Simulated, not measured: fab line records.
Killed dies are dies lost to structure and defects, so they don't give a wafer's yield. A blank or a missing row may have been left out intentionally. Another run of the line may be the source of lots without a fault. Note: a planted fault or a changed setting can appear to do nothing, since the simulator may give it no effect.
fab line records | flow berkeleyCmos170
record: lots: 14 | wafers: 42 | lastDay: 12
route steps=331 shown V1@265
lots that met no fault: from a run of the same line without faults
startH: hours from the record's opening day to when the first of the lot's shown wafers began | waitH: hours since the lot's step before | " repeats the value in the row above | L1.1+2: a row that stands for several wafers | - no value, or no start given | * or withheld: withheld | < > ~ a bound
route shown NAME@n: names a module that has steps shown in the file, with the first one's number in the route | usual: mean/standard deviation of fault-free wafers | same: alike in all rows | chamber/n: place in a boat | sites: each site's reading | _std_site: standard deviation across them | _edge_site: outer sites' mean less inner sites' | radiusMm: for every site, how far away it sits from the centre of the wafer | mask NAME#n: copy n | behind: tool/chamber where the wafer was last shaped | hold: the reason the lot was held/the length of the hold in hours/how it ended | device: names the non-switching transistor (n, p or np) | end of line: the same wafers' tests at the end of the route | for a step that has no rows: nothing shown but its recipe | killed: the dies lost at the first sort to structure and to defects; this is not the yield of the wafer | map: dies across one wafer; x = killed, . = not, _ = none there
set.NAME: setting as actually run; set.NAME@STEP: the setting as run at that earlier step | model.NAME: the simulator's own value behind a step, which no gauge read
the route's steps for a sample of lots (tables are steps, rows are wafers)
== steps ==
step: UCB170_V1_DEVELOP_11
recipe: developer: TMAH | developTimeS: 45 | resist: KrF | devTempC: 21
usual: chillPlateTempC: 23.00/0.12 | developTimeS: 45/0
lot.wafer | tool          | chamber | startH | waitH | chillPlateTempC | developTimeS
L864.1    | lithoTrack-01 | 0       | 155    | -     | 22.98           | 45
L864.5    | "             | 0       | "      | "     | 23.03           | 45
L864.6    | "             | 0       | "      | "     | 22.97           | 45
L863.2    | lithoTrack-03 | 0       | 155    | -     | 22.85           | 45
L863.4    | "             | 0       | "      | "     | 22.95           | 45
L863.6    | "             | 0       | "      | "     | 22.74           | 45
L866.1    | lithoTrack-03 | 0       | 173    | -     | 22.85           | 45
L866.3    | "             | 0       | "      | "     | 23.13           | 45
L866.6    | "             | 0       | "      | "     | 23.07           | 45
L865.4    | lithoTrack-03 | 0       | 173    | -     | 22.88           | 45
L865.5    | "             | 0       | "      | "     | 22.88           | 45
L865.6    | "             | 0       | "      | "     | 22.68           | 45
L872.4    | lithoTrack-04 | 0       | 200    | -     | 22.93           | 45
L872.5    | "             | 0       | "      | "     | 22.98           | 45
L872.6    | "             | 0       | "      | "     | 22.99           | 45
L874.1    | lithoTrack-04 | 0       | 216    | -     | 23.02           | 45
L874.3    | "             | 0       | "      | "     | 23.05           | 45
L874.4    | "             | 0       | "      | "     | 22.82           | 45
L876.1    | lithoTrack-01 | 0       | 226    | -     | 23.16           | 45
L876.3    | "             | 0       | "      | "     | 22.90           | 45
L876.4    | "             | 0       | "      | "     | 23.06           | 45
L878.2    | lithoTrack-04 | -       | 242    | -     | -               | -
L878.4    | "             | -       | "      | "     | -               | -
L878.5    | "             | -       | "      | "     | -               | -
L879.1    | lithoTrack-03 | -       | 243    | -     | -               | -
L879.4    | "             | -       | "      | "     | -               | -
L879.6    | "             | -       | "      | "     | -               | -
L882.1    | lithoTrack-03 | 0       | 243    | -     | 23.15           | 45
L882.3    | "             | 0       | "      | "     | 23.25           | 45
L882.6    | "             | 0       | "      | "     | 23.07           | 45
L881.1    | lithoTrack-01 | 0       | 243    | -     | 23.03           | 45
L881.2    | "             | 0       | "      | "     | 23.11           | 45
L881.4    | "             | 0       | "      | "     | 22.97           | 45
L885.1    | lithoTrack-04 | 0       | 270    | -     | 22.92           | 45
L885.4    | "             | 0       | "      | "     | 22.91           | 45
L885.6    | "             | 0       | "      | "     | 23.14           | 45
L884.1    | lithoTrack-04 | 0       | 270    | -     | 22.97           | 45
L884.2    | "             | 0       | "      | "     | 23.13           | 45
L884.5    | "             | 0       | "      | "     | 23.05           | 45
L883.1    | lithoTrack-03 | 0       | 270    | -     | 23.19           | 45
L883.2    | "             | 0       | "      | "     | 23.05           | 45
L883.5    | "             | 0       | "      | "     | 23.03           | 45
== key ==
firstSign: step: UCB170_V1_DEVELOP_11 | reading: toolRecord | direction: missing
effect none on later readings
metAt UCB170_V1_DEVELOP_11
struckLots L878,L879
laterRowsLeftOut L878.2,L878.4,L878.5,L879.1,L879.4,L879.6
sortLeftOut L878.2,L878.4,L878.5,L879.1,L879.4,L879.6
onsetBetween 216 242
fault: kind: skippedStepWhole | tool: lithoTrack-03,lithoTrack-04 | chamber: - | onsetH: 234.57 | steps: UCB170_V1_DEVELOP_11 | scope: struckLotsOnly
sortLeftOut: the simulated sort isn't trusted on such a fault, so these wafers' sort isn't shown, and their yield isn't known
laterRowsLeftOut: the simulator's readings of these wafers behind a module that went badly wrong aren't trusted and aren't shown, but for the sort
